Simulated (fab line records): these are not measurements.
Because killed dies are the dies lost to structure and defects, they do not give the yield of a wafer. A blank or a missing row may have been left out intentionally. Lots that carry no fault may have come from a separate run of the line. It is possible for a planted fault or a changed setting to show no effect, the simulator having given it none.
Which of the tools did it?    flow ritCmos    14 lots, 42 wafers sampled, at 2 steps of a route of 202

WHAT THE GAUGES SHOWED, per wafer
The record holds no reading of a measuring or inspecting step that can be judged against a usual standard deviation.

WHICH TOOL RAN EACH LOT (tool, then ch and the chambers of the sampled wafers, then the start)
lot   RIT_CONTACT_CVD_00              RIT_M1_PROBE_99
L377  pecvd-04 ch 0,1,2, day 3 19:23  prober-01, day 4 03:21
L379  pecvd-02 ch 0,1,2, day 4 01:02  prober-02, day 4 08:21
L380  pecvd-04 ch 0,1,2, day 4 07:02  prober-02, day 4 14:35
L383  pecvd-02 ch 0,2, day 4 19:49    prober-01, day 5 02:37
L385  pecvd-04 ch 0,1,2, day 4 23:42  prober-02, day 5 06:28
L387  pecvd-04 ch 0,1,2, day 5 10:25  prober-01, day 5 17:05
L388  pecvd-01 ch 0,1,2, day 5 15:58  prober-02, day 5 22:41
L390  pecvd-04 ch 0,1, day 5 21:16    prober-02, day 6 03:40
L393  pecvd-04 ch 0,1,2, day 6 12:17  prober-01, day 6 19:49
L395  pecvd-02 ch 1,2, day 6 22:18    prober-01, day 7 05:22
L396  pecvd-04 ch 0,1, day 7 02:05    prober-02, day 7 08:35
L397  pecvd-01 ch 0,2, day 7 10:04    prober-01, day 7 17:26
L398  pecvd-02 ch 0,1,2, day 7 16:38  prober-02, day 8 00:42
L400  pecvd-01 ch 0,2, day 8 01:50    prober-02, day 8 08:19
- RIT_CONTACT_CVD_00: deposits SiO2 from TEOS, target thk 400 nm, time 61 s.
- RIT_M1_PROBE_99

AS READ BY THE TOOLS THEMSELVES (means over the sampled wafers that have a number; for cases with no such wafer, the mark the record gives instead)
RIT_CONTACT_CVD_00. Usual: heaterPowerW at 346 W, with a standard deviation of 52.
lot   tool      heaterPowerW (W)  flag
L377  pecvd-04  331               
L379  pecvd-02  349               
L380  pecvd-04  299               
L383  pecvd-02  296               
L385  pecvd-04  342               
L387  pecvd-04  334               
L388  pecvd-01  384               
L390  pecvd-04  313               
L393  pecvd-04  348               
L395  pecvd-02  376               
L396  pecvd-04  310               
L397  pecvd-01  438               
L398  pecvd-02  324               
L400  pecvd-01  373               

RIT_M1_PROBE_99. Usual: killed_at_M0_to_M3 0.0, standard deviation 0.083; killedAtContacts 0.1, standard deviation 0.38; killedAtFrontEnd 7, standard deviation 3.2; killedDies 7, standard deviation 3.2; killedOnRim 1.9, standard deviation 1.5; killedOpen 3.6, standard deviation 2.1; killedShort 3.5, standard deviation 2.
lot   tool       killed_at_M0_to_M3  killedAtContacts  killedAtFrontEnd  killedDies  killedOnRim  killedOpen  killedShort  flag
L377  prober-01  0.0                 0.0               3                 3           1.0          2.3         1.0          
L379  prober-02  0.0                 0.0               6                 6           1.3          3.0         2.7          
L380  prober-02  0.0                 0.0               5                 5           1.0          2.7         2.7          
L383  prober-01  0.0                 0.0               7                 7           2.7          2.7         4.7          
L385  prober-02  0.0                 0.0               6                 6           1.0          2.3         4.0          
L387  prober-01  0.0                 0.3               8                 8           2.0          3.0         5.0          
L388  prober-02  0.0                 0.0               11                11          3.7          4.0         6.3          
L390  prober-02  0.0                 0.0               6                 6           1.7          2.7         3.0          
L393  prober-01  0.0                 5.3               7                 12          4.0          3.7         3.3          OFF
L395  prober-01  0.0                 0.0               9                 9           1.7          5.0         3.7          
L396  prober-02  0.0                 4.7               11                15          7.7          3.3         7.3          OFF
L397  prober-01  0.0                 0.0               9                 9           3.0          3.7         5.0          
L398  prober-02  0.3                 0.3               5                 6           2.7          2.7         2.3          OFF
L400  prober-02  0.0                 0.0               3                 3           0.3          1.0         2.3          

THE ANSWER, worked out from the rows above alone
Rule: a lot counts as off when the mean over its wafers that have a number is more than 3 standard deviations away from the usual mean. Also off: a lot with no number at a reading for which 4 or more lots have one. The other lots that the step has rows for count as sound. The gauges are gone through in route order, then the tools' own readings, and for those a lot's mean is taken as printed above. The first step at which some lot is off is used, and at that step the reading that is off furthest; a lot without a number counts as furthest.
Off: L393, L396, at RIT_M1_PROBE_99 (killedAtContacts).
A tool fits if, at that step or a process step before it, it ran every lot that is off, and no sound lot after the first of them. One candidate fits, namely pecvd-04 at RIT_CONTACT_CVD_00. A fault onset in the window from L390 (day 5 21:16, its last sound lot) to L393 (day 6 12:17, its first lot off) fits.

WHAT THE SIMULATOR PUT IN
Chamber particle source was pecvd-04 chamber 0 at RIT_CONTACT_CVD_00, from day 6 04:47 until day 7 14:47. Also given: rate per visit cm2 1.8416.
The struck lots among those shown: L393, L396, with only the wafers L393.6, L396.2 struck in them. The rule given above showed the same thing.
